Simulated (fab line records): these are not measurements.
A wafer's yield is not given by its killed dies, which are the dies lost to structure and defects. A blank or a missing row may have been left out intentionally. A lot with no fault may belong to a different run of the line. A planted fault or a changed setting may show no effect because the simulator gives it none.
fab line records	flow berkeleyCmos170
[record] lots = 5	wafers = 23
route steps=331 shown NLDD@166 PSD@183 BACKSIDE@201 SDANNEAL@204 M1@250 M2@272 V2@292
startH: start of the lot's first displayed wafer, in hours after the record's first day	waitH: hours from the lot's prior step to this one	" same as the row above	L1.1+2: several wafers, shown together as one row	- either no value or no given start	* or withheld: withheld	< > ~ a bound
route shown NAME@n: names a module that has steps shown in the file, with the first one's number in the route	usual: the fault-free wafers' mean and standard deviation	same: alike in all rows	chamber/n: place in a boat	sites: each site's reading	_std_site: their standard deviation	_edge_site: inner sites' mean taken away from outer sites' mean	radiusMm: for every site, how far away it sits from the centre of the wafer	mask NAME#n: copy n	behind: tool/chamber where the wafer was last shaped	hold: what put the lot on hold/how long, in hours/how the hold closed	device: the transistor (n, p or np) that didn't switch	end of line: at the end of the route, the tests of the same wafers	for a step that has no rows: nothing shown but its recipe	killed: at the first sort, the dies lost to defects and structure; wafer yield is something else	map: the dies of a wafer, with x for killed, . for not killed, _ for no die there
set.NAME: setting as actually run; set.NAME@STEP: the setting as run at that earlier step	model.NAME: the simulator's own value behind a step, which no gauge read
lots with deliberately changed settings; one table per step, one row per wafer
[[steps]]
[step UCB170_NLDD_IMPLANT_08]
[recipe] species = As	doseCm2 = 5e+13	energyKev = 30	tiltDeg = 7	rotationDeg = 0
lot.wafer	tool	chamber	startH	waitH	set.energyKev	model.implant.rpNm	model.implant.drpNm
L074.2+5	implanter-02	0	123.93	0.0	29.49	20.14	9.491
L074.3+4+6	"	0	"	"	30	20.41	9.611
L076.2+3+4	implanter-02	0	136.16	0.0	30	20.79	9.611
L075.1+5+6	implanter-03	0	137.03	0.0	30	21.58	9.611
L075.2+4	"	0	"	"	29.28	21.18	9.442
L077.1+6	implanter-01	0	148.90	0.0	30	22.53	9.611
L077.2+3+4	"	0	"	"	31.38	23.32	9.933
L085.1+2+4	implanter-03	0	173.98	0.0	31.74	22.29	10.02
L085.3+6	"	0	"	"	30	21.35	9.611
[step UCB170_PSD_IMPLANT_08]
[recipe] species = B	doseCm2 = 3e+15	energyKev = 20	tiltDeg = 7
lot.wafer	tool	chamber	startH	waitH	set.doseCm2
L074.2+3	implanter-04	0	131.00	0.0	3e+15
L074.4+5+6	"	0	"	"	3.143e+15
L076.2+3+4	implanter-04	0	143.29	0.0	3e+15
L075.1+2+4+5+6	implanter-02	0	143.54	0.0	3e+15
L077.1+2+6	implanter-01	0	153.41	0.0	2.871e+15
L077.3+4	"	0	"	"	3e+15
L085.1+3	implanter-01	0	182.13	0.0	2.785e+15
L085.2+4+6	"	0	"	"	3e+15
[step UCB170_PSD_STRIP_09]
[recipe] chemistry = O2	powerW = 400	pressureMtorr = 3500	platenTempC = withheld	o2FlowSccm = 400	overashFraction = 0.5
[usual] stripTimeToEndpointS = 29.40/0.09
lot.wafer	tool	chamber	startH	waitH	set.doseCm2@PSD_IMPLANT_08	stripTimeToEndpointS
L074.2	plasmaAsher-02	1	131.12	0.1	3e+15	29.42
L074.3	"	1	"	"	3e+15	29.37
L074.4	"	0	"	"	3.143e+15	29.89
L074.5	"	0	"	"	3.143e+15	29.94
L074.6	"	1	"	"	3.143e+15	29.84
L076.2	plasmaAsher-02	0	143.41	0.1	3e+15	29.41
L076.3	"	1	"	"	3e+15	29.32
L076.4	"	0	"	"	3e+15	29.39
L075.1	plasmaAsher-03	1	143.69	0.1	3e+15	29.56
L075.2	"	0	"	"	3e+15	29.58
L075.4	"	1	"	"	3e+15	29.55
L075.5	"	1	"	"	3e+15	29.56
L075.6	"	0	"	"	3e+15	29.52
L077.1	plasmaAsher-02	0	153.56	0.1	2.871e+15	29.07
L077.2	"	1	"	"	2.871e+15	29.01
L077.3	"	0	"	"	3e+15	29.56
L077.4	"	1	"	"	3e+15	29.46
L077.6	"	0	"	"	2.871e+15	29.06
L085.1	plasmaAsher-03	1	182.28	0.1	2.785e+15	28.64
L085.2	"	0	"	"	3e+15	29.41
L085.3	"	1	"	"	2.785e+15	28.51
L085.4	"	0	"	"	3e+15	29.34
L085.6	"	0	"	"	3e+15	29.41
[step UCB170_PSD_TW_MEAS_10]
[usual] PSD_TW = 2315/15
lot.wafer	tool	chamber	startH	waitH	set.doseCm2@PSD_IMPLANT_08	PSD_TW
L074.2	filmMetro-02	-	131.23	0.1	3e+15	2308
L074.3	"	-	"	"	3e+15	2299
L074.4	"	-	"	"	3.143e+15	2345
L074.5	"	-	"	"	3.143e+15	2342
L074.6	"	-	"	"	3.143e+15	2342
L076.2	filmMetro-04	-	143.52	0.1	3e+15	2327
L076.3	"	-	"	"	3e+15	2330
L076.4	"	-	"	"	3e+15	2328
L075.1	filmMetro-02	-	143.79	0.1	3e+15	2318
L075.2	"	-	"	"	3e+15	2302
L075.4	"	-	"	"	3e+15	2324
L075.5	"	-	"	"	3e+15	2323
L075.6	"	-	"	"	3e+15	2315
L077.1	filmMetro-03	-	153.66	0.1	2.871e+15	2259
L077.2	"	-	"	"	2.871e+15	2265
L077.3	"	-	"	"	3e+15	2295
L077.4	"	-	"	"	3e+15	2291
L077.6	"	-	"	"	2.871e+15	2284
L085.1	filmMetro-03	-	182.38	0.1	2.785e+15	2243
L085.2	"	-	"	"	3e+15	2282
L085.3	"	-	"	"	2.785e+15	2219
L085.4	"	-	"	"	3e+15	2294
L085.6	"	-	"	"	3e+15	2297
[step UCB170_BACKSIDE_SOFTBAKE_02]
[recipe] resist = KrF	tempC = 130	timeS = 60
lot.wafer	tool	chamber	startH	waitH	set.tempC
L074.2+3+4+5+6	lithoTrack-02	0	134.19	0.1	130
L076.2+3+4	lithoTrack-04	0	148.46	0.1	130
L075.1+4	lithoTrack-02	0	148.62	0.1	128.5
L075.2+5+6	"	0	"	"	130
L077.1+2	lithoTrack-02	0	156.34	0.1	130
L077.3+4+6	"	0	"	"	133.1
L085.1+2	lithoTrack-02	0	185.33	0.1	126.4
L085.3+4+6	"	0	"	"	130
[step UCB170_BACKSIDE_STRIP_03]
[recipe] chemistry = O2	powerW = 400	pressureMtorr = 3500	platenTempC = withheld	o2FlowSccm = 400	overashFraction = 0.5
[usual] stripTimeToEndpointS = 21.98/0.051
lot.wafer	tool	chamber	startH	waitH	set.tempC@BACKSIDE_SOFTBAKE_02	stripTimeToEndpointS
L074.2	plasmaAsher-03	1	134.32	0.1	130	22.04
L074.3	"	0	"	"	130	22.04
L074.4	"	1	"	"	130	22.02
L074.5	"	1	"	"	130	22.00
L074.6	"	0	"	"	130	22.00
L076.2	plasmaAsher-02	1	148.72	0.2	130	22.01
L076.3	"	1	"	"	130	22.03
L076.4	"	0	"	"	130	21.98
L075.1	plasmaAsher-02	1	148.82	0.2	128.5	22.00
L075.2	"	0	"	"	130	21.93
L075.4	"	1	"	"	128.5	22.02
L075.5	"	0	"	"	130	21.95
L075.6	"	1	"	"	130	21.90
L077.1	plasmaAsher-03	0	156.49	0.1	130	22.07
L077.2	"	1	"	"	130	22.08
L077.3	"	0	"	"	133.1	21.94
L077.4	"	1	"	"	133.1	21.91
L077.6	"	0	"	"	133.1	22.00
L085.1	plasmaAsher-04	1	185.48	0.1	126.4	22.11
L085.2	"	0	"	"	126.4	22.05
L085.3	"	0	"	"	130	21.92
L085.4	"	1	"	"	130	21.90
L085.6	"	0	"	"	130	21.96
[step UCB170_BACKSIDE_CLEAN_04]
[recipe] chemistry = SPM	tempC = 120	timeS = 600
[step UCB170_SDANNEAL_RTA_00]
[recipe] tempC = 900	timeS = 10	ambient = N2
[step UCB170_SDANNEAL_RTA_01]
[recipe] tempC = 1050	timeS = 5	ambient = N2
[step UCB170_SDANNEAL_RS_MEAS_02]
[recipe] thkMeasGauge = four-point-probe
[usual] PSD_RS = 75.5/0.38
lot.wafer	tool	chamber	startH	waitH	set.doseCm2@PSD_IMPLANT_08	PSD_RS[ohm/sq]
L074.2	filmMetro-03	-	134.74	0.1	3e+15	75.9
L074.3	"	-	"	"	3e+15	76.1
L074.4	"	-	"	"	3.143e+15	73.3
L074.5	"	-	"	"	3.143e+15	73.2
L074.6	"	-	"	"	3.143e+15	73.2
L075.1	filmMetro-02	-	149.36	0.1	3e+15	74.8
L075.2	"	-	"	"	3e+15	74.9
L075.4	"	-	"	"	3e+15	74.7
L075.5	"	-	"	"	3e+15	74.6
L075.6	"	-	"	"	3e+15	75.0
L076.2	filmMetro-03	-	149.38	0.1	3e+15	75.4
L076.3	"	-	"	"	3e+15	75.3
L076.4	"	-	"	"	3e+15	75.4
L077.1	filmMetro-02	-	156.91	0.0	2.871e+15	77.8
L077.2	"	-	"	"	2.871e+15	77.6
L077.3	"	-	"	"	3e+15	74.9
L077.4	"	-	"	"	3e+15	75.1
L077.6	"	-	"	"	2.871e+15	77.5
L085.1	filmMetro-02	-	185.88	0.0	2.785e+15	79.5
L085.2	"	-	"	"	3e+15	75.6
L085.3	"	-	"	"	2.785e+15	80.1
L085.4	"	-	"	"	3e+15	75.9
L085.6	"	-	"	"	3e+15	75.6
[step UCB170_SDANNEAL_RS_MEAS_05]
[recipe] thkMeasGauge = four-point-probe
[usual] NLDD_RS = 616.0/1.2
lot.wafer	tool	chamber	startH	waitH	set.energyKev@NLDD_IMPLANT_08	NLDD_RS[ohm/sq]
L074.2	filmMetro-03	-	135.10	0.1	29.49	617.3
L074.3	"	-	"	"	30	617.0
L074.4	"	-	"	"	30	615.3
L074.5	"	-	"	"	29.49	617.3
L074.6	"	-	"	"	30	615.7
L075.1	filmMetro-02	-	149.72	0.1	30	616.1
L075.2	"	-	"	"	29.28	615.1
L075.4	"	-	"	"	29.28	617.3
L075.5	"	-	"	"	30	615.8
L075.6	"	-	"	"	30	616.9
L076.2	filmMetro-03	-	149.74	0.1	30	616.4
L076.3	"	-	"	"	30	616.2
L076.4	"	-	"	"	30	616.9
L077.1	filmMetro-02	-	157.27	0.1	30	616.0
L077.2	"	-	"	"	31.38	610.8
L077.3	"	-	"	"	31.38	611.4
L077.4	"	-	"	"	31.38	611.3
L077.6	"	-	"	"	30	614.0
L085.1	filmMetro-02	-	186.24	0.1	31.74	610.9
L085.2	"	-	"	"	31.74	610.9
L085.3	"	-	"	"	30	615.8
L085.4	"	-	"	"	31.74	610.7
L085.6	"	-	"	"	30	614.1
[step UCB170_M1_METAL_ETCH_12]
[recipe] chemistry = Cl2/BCl3	target = Al	stopOn = PSG	pressureMtorr = 12	targetDepthA = 7800	overEtchFrac = 0.3	timeS = 130	icpW = 600	biasW = 120	Cl2_flow_sccm = 90	bcl3FlowSccm = 45
lot.wafer	tool	chamber	startH	waitH	set.icpW	model.KrF_of_M1_COAT_04.thkNm
L074.2	rieMetal-04	0	141.45	-	626.6	420.2
L074.3	"	0	"	"	626.6	416.1
L074.4	"	1	"	"	600	427.2
L074.5	"	0	"	"	626.6	419.2
L074.6	"	1	"	"	600	430.7
L076.2	rieMetal-04	1	157.39	-	600	429.6
L076.3	"	0	"	"	600	441
L076.4	"	1	"	"	600	427.6
L075.1	rieMetal-03	0	157.47	-	600	420
L075.2	"	1	"	"	658.4	384.4
L075.4	"	1	"	"	658.4	380.8
L075.5	"	1	"	"	600	417.1
L075.6	"	0	"	"	658.4	380.3
L077.1	rieMetal-01	1	167.64	-	600	447
L077.2	"	0	"	"	600	443.3
L077.3	"	1	"	"	600	450.1
L077.4	"	0	"	"	600	446.7
L077.6	"	1	"	"	600	449.4
L085.1	rieMetal-03	1	195.72	-	543.8	458.8
L085.2	"	0	"	"	543.8	464
L085.3	"	0	"	"	600	425.9
L085.4	"	1	"	"	543.8	459.2
L085.6	"	1	"	"	600	421.4
[step UCB170_M2_SPUTTER_01]
[recipe] material = Al	targetThkNm = 900	timeS = 120	powerW = 6000	chamberPressurePa = 0.5
lot.wafer	tool	chamber	startH	waitH	set.powerW	model.Al_of_M2_SPUTTER_01.thkNm
L074.2	pvdSputter-03	-	149.03	0.0	6000	896.4
L074.3	"	-	"	"	6000	906.5
L074.4	"	-	"	"	6000	904.6
L074.5	"	-	"	"	6000	903.5
L074.6	"	-	"	"	6000	906.3
L076.2	pvdSputter-01	-	166.52	0.0	6000	905
L076.3	"	-	"	"	6000	895.3
L076.4	"	-	"	"	6000	904.6
L075.1	pvdSputter-03	-	166.79	0.0	6000	899.7
L075.2	"	-	"	"	6000	900.5
L075.4	"	-	"	"	5654	848.4
L075.5	"	-	"	"	5654	851
L075.6	"	-	"	"	5654	849.8
L077.1	pvdSputter-01	-	173.72	0.0	6000	905.3
L077.2	"	-	"	"	6000	908.3
L077.3	"	-	"	"	6000	904.3
L077.4	"	-	"	"	6417	969.1
L077.6	"	-	"	"	6417	971.6
L085.1	pvdSputter-01	-	201.50	0.0	5714	872.9
L085.2	"	-	"	"	6000	908.7
L085.3	"	-	"	"	5714	869.6
L085.4	"	-	"	"	5714	865.3
L085.6	"	-	"	"	6000	916.6
[step UCB170_M2_RS_MEAS_02]
[recipe] thkMeasGauge = four-point-probe	reads = Al_of_M2_SPUTTER_01
[usual] M2_AL_RS = 0.032/0.00021
lot.wafer	tool	chamber	startH	waitH	set.powerW@M2_SPUTTER_01	M2_AL_RS[ohm/sq]
L074.2	filmMetro-03	-	149.13	0.1	6000	0.03235
L074.3	"	-	"	"	6000	0.03192
L074.4	"	-	"	"	6000	0.0319
L074.5	"	-	"	"	6000	0.03204
L074.6	"	-	"	"	6000	0.03189
L076.2	filmMetro-04	-	166.62	0.1	6000	0.03201
L076.3	"	-	"	"	6000	0.03226
L076.4	"	-	"	"	6000	0.032
L075.1	filmMetro-01	-	166.87	0.0	6000	0.03224
L075.2	"	-	"	"	6000	0.03216
L075.4	"	-	"	"	5654	0.03419
L075.5	"	-	"	"	5654	0.03402
L075.6	"	-	"	"	5654	0.03412
L077.1	filmMetro-01	-	173.80	0.0	6000	0.03191
L077.2	"	-	"	"	6000	0.03182
L077.3	"	-	"	"	6000	0.03194
L077.4	"	-	"	"	6417	0.02987
L077.6	"	-	"	"	6417	0.02976
L085.1	filmMetro-01	-	201.58	0.0	5714	0.03316
L085.2	"	-	"	"	6000	0.03182
L085.3	"	-	"	"	5714	0.03333
L085.4	"	-	"	"	5714	0.0335
L085.6	"	-	"	"	6000	0.03155
[step UCB170_M2_THK_MEAS_03]
[recipe] thkMeasGauge = xrf	reads = Al_of_M2_SPUTTER_01
[usual] M2_AL_THK = 897/7.2
lot.wafer	tool	chamber	startH	waitH	set.powerW@M2_SPUTTER_01	M2_AL_THK[nm]
L074.2	filmMetro-03	-	149.24	0.1	6000	885
L074.3	"	-	"	"	6000	892
L074.4	"	-	"	"	6000	895
L074.5	"	-	"	"	6000	892
L074.6	"	-	"	"	6000	893
L076.2	filmMetro-04	-	166.73	0.1	6000	893
L076.3	"	-	"	"	6000	885
L076.4	"	-	"	"	6000	891
L075.1	filmMetro-01	-	166.99	0.1	6000	891
L075.2	"	-	"	"	6000	893
L075.4	"	-	"	"	5654	844
L075.5	"	-	"	"	5654	847
L075.6	"	-	"	"	5654	843
L077.1	filmMetro-01	-	173.92	0.1	6000	900
L077.2	"	-	"	"	6000	905
L077.3	"	-	"	"	6000	899
L077.4	"	-	"	"	6417	964
L077.6	"	-	"	"	6417	967
L085.1	filmMetro-01	-	201.70	0.1	5714	864
L085.2	"	-	"	"	6000	900
L085.3	"	-	"	"	5714	862
L085.4	"	-	"	"	5714	857
L085.6	"	-	"	"	6000	910
[step UCB170_V2_CVD_00]
[recipe] material = SiO2	targetThkNm = 2000	tempC = 390	precursor = TEOS/O2	timeS = 250	rfW = 550	pressureMtorr = 9000
lot.wafer	tool	chamber	startH	waitH	set.timeS	model.SiO2_of_V2_CVD_00.thkNm
L074.2	pecvd-02	1	151.83	0.1	250	1968
L074.3	"	0	"	"	250	1992
L074.4	"	0	"	"	283.2	2292
L074.5	"	2	"	"	283.2	2294
L074.6	"	1	"	"	283.2	2270
L076.2	pecvd-04	0	170.88	0.1	250	1978
L076.3	"	1	"	"	250	1968
L076.4	"	1	"	"	250	1994
L075.1	pecvd-01	0	171.42	0.1	250	1968
L075.2+5	"	2,0	"	"	250	2000
L075.4	"	1	"	"	250	2003
L075.6	"	2	"	"	250	2025
L077.1	pecvd-02	1	176.41	0.1	271.4	2145
L077.2	"	0	"	"	250	1985
L077.3	"	2	"	"	271.4	2152
L077.4	"	1	"	"	250	2010
L077.6	"	2	"	"	271.4	2195
L085.1	pecvd-02	1	205.23	0.1	250	1954
L085.2	"	2	"	"	230.3	1796
L085.3	"	0	"	"	230.3	1821
L085.4	"	2	"	"	250	1990
L085.6	"	1	"	"	230.3	1852
[step UCB170_V2_THK_MEAS_01]
[recipe] reads = SiO2_of_V2_CVD_00
[usual] V2_TEOS_THK = 1993/23
lot.wafer	tool	chamber	startH	waitH	set.timeS@V2_CVD_00	V2_TEOS_THK[nm]
L074.2	filmMetro-01	-	151.99	0.1	250	1969
L074.3	"	-	"	"	250	1992
L074.4	"	-	"	"	283.2	2291
L074.5	"	-	"	"	283.2	2293
L074.6	"	-	"	"	283.2	2270
L076.2	filmMetro-01	-	171.04	0.1	250	1978
L076.3	"	-	"	"	250	1965
L076.4	"	-	"	"	250	1995
L075.1	filmMetro-02	-	171.57	0.1	250	1968
L075.2	"	-	"	"	250	1998
L075.4	"	-	"	"	250	2003
L075.5	"	-	"	"	250	2000
L075.6	"	-	"	"	250	2024
L077.1	filmMetro-02	-	176.57	0.1	271.4	2144
L077.2	"	-	"	"	250	1984
L077.3	"	-	"	"	271.4	2153
L077.4	"	-	"	"	250	2012
L077.6	"	-	"	"	271.4	2195
L085.1	filmMetro-02	-	205.39	0.1	250	1953
L085.2	"	-	"	"	230.3	1798
L085.3	"	-	"	"	230.3	1821
L085.4	"	-	"	"	250	1990
L085.6	"	-	"	"	230.3	1852
[[key]]
[split] step = UCB170_NLDD_IMPLANT_08	setting = energyKev	stated = 30	by = wafer
[response] step = UCB170_NLDD_IMPLANT_08	reading = model.implant.rpNm	change = +0.165	per = 1%	r = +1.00
[response] step = UCB170_NLDD_IMPLANT_08	reading = model.implant.drpNm	change = +0.0702	per = 1%	r = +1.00
[response] step = UCB170_SDANNEAL_RS_MEAS_05	reading = NLDD_RS	change = -0.686	per = 1%	r = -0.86
[split] step = UCB170_PSD_IMPLANT_08	setting = doseCm2	stated = 3e+15	by = wafer
[response] step = UCB170_PSD_STRIP_09	reading = stripTimeToEndpointS	change = *	per = 1%	r = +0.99
[response] step = UCB170_PSD_TW_MEAS_10	reading = PSD_TW	change = +7.74	per = 1%	r = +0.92
[response] step = UCB170_SDANNEAL_RS_MEAS_02	reading = PSD_RS	change = -0.581	per = 1%	r = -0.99
[split] step = UCB170_BACKSIDE_SOFTBAKE_02	setting = tempC	stated = 130	by = wafer
[response] step = UCB170_BACKSIDE_STRIP_03	reading = stripTimeToEndpointS	change = *	per = 1%	r = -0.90
[split] step = UCB170_M1_METAL_ETCH_12	setting = icpW	stated = 600	by = wafer
[response] step = UCB170_M1_METAL_ETCH_12	reading = model.KrF_of_M1_COAT_04.thkNm	change = -3.71	per = 1%	r = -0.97
[split] step = UCB170_M2_SPUTTER_01	setting = powerW	stated = 6000	by = wafer
[response] step = UCB170_M2_SPUTTER_01	reading = model.Al_of_M2_SPUTTER_01.thkNm	change = +9.06	per = 1%	r = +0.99
[response] step = UCB170_M2_RS_MEAS_02	reading = M2_AL_RS	change = -0.000319	per = 1%	r = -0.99
[response] step = UCB170_M2_THK_MEAS_03	reading = M2_AL_THK	change = +8.9	per = 1%	r = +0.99
[split] step = UCB170_V2_CVD_00	setting = timeS	stated = 250	by = wafer
[response] step = UCB170_V2_CVD_00	reading = model.SiO2_of_V2_CVD_00.thkNm	change = +21.4	per = 1%	r = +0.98
[response] step = UCB170_V2_THK_MEAS_01	reading = V2_TEOS_THK	change = +21.3	per = 1%	r = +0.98
